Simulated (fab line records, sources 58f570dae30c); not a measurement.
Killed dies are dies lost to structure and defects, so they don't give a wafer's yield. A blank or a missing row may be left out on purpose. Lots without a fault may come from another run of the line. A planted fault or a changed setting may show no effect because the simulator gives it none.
One fault seen from 2 desks | flow berkeley_cmos170 | each desk has only its own numbers; what lay behind them comes last

THE METROLOGY DESK
What the gauges read, lot by lot, whatever tool the lot ran on: means of the sampled wafers that have a number. A lot is out of limits, marked OUT, if its mean lies more than 4 standard deviations from the usual mean; the brackets give that distance.
Columns: A = NVT_TW at UCB170_NVT_TW_MEAS_09, usual 524; B = PVT_TW at UCB170_PVT_TW_MEAS_09, usual 507; C = cd_nm at UCB170_GATE_CD_MEAS_12, usual 350.1 nm; D = cd_nm at UCB170_PLDD_CD_MEAS_06, usual 1199.9 nm
lot  | first seen here | A   | B   | C                | D
L858 | day 6 00:06     | 522 | 506 | 351.5            | 1200.6
L859 | day 6 15:10     | 518 | 506 | 350.5            | 1198.5
L860 | day 7 03:12     | 518 | 509 | 349.5            | 1198.6
L862 | day 7 03:28     | 524 | 506 | 348.8            | 1201.1
L864 | day 8 01:04     | 520 | 504 | 350.8            | 1199.3
L865 | day 8 01:18     | 522 | 513 | 349.9            | 1199.7
L868 | day 8 07:50     | 517 | 506 | 349.7            | 1198.0
L869 | day 8 22:31     | 531 | 514 | 349.8            | 1200.7
L871 | day 9 12:10     | 517 | 505 | 355.9 (+4.8) OUT | 1200.6
L875 | day 10 02:46    | 530 | 506 | 354.6            | 1200.9
L877 | day 10 15:49    | 525 | 512 | 351.3            | 1201.2
L878 | day 10 16:02    | 529 | 506 | 349.8            | 1200.4
L880 | day 10 16:06    | 519 | 513 | 349.8            | 1201.8
L879 | day 10 16:14    | 518 | 511 | 348.8            | 1196.9
This desk's finding: out of limits on L871; first on L871, day 10 04:56 (cd_nm at UCB170_GATE_CD_MEAS_12). In limits: L858, L859, L860, L862, L864, L865, L868, L869, L875, L877, L878, L880, L879.

THE TOOL OWNER'S DESK: litho_track-01
The tool's own readings at UCB170_GATE_PEB_10: means of the sampled wafers that have a number, for each lot that ran on this tool. A lot is out of limits, marked OUT, if its mean lies more than 4 standard deviations from the usual mean; the brackets give that distance.
Columns: A = heater_power_total_W at UCB170_GATE_PEB_10, usual 56.81 W; B = resist_line_temp_C at UCB170_GATE_PEB_10, usual 23.01 C
lot  | first seen here | A               | B
L858 | day 6 14:28     | 56.80           | 23.16
L860 | day 7 19:22     | 56.79           | 22.96
L868 | day 9 01:04     | 56.81           | 22.97
L869 | day 9 18:03     | 56.76           | 23.03
L871 | day 10 04:40    | 58.52 (+40) OUT | 23.07
L875 | day 10 20:53    | 58.53 (+40) OUT | 22.87
This desk's finding: out of limits on L871, L875; first on L871, day 10 04:40 (heater_power_total_W at UCB170_GATE_PEB_10). In limits: L858, L860, L868, L869.

PUT TOGETHER
The tool owner's desk could have raised an alarm at day 10 04:40, on L871, L875.
The metrology desk could have raised an alarm at day 10 04:56, on L871.
The metrology desk has L875 on record, within its limits.
Of the lots named, all ran UCB170_GATE_PEB_10 on litho_track-01.

WHAT THE SIMULATOR HAD PUT IN
Process parameter drift: litho_track-01, from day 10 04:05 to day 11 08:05, at UCB170_GATE_PEB_10. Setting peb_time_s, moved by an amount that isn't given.
Lots struck among those shown: L871, L875.
Hours from the fault's start to each desk's first reading out of limits: the tool owner's desk, 1; the metrology desk, 1.
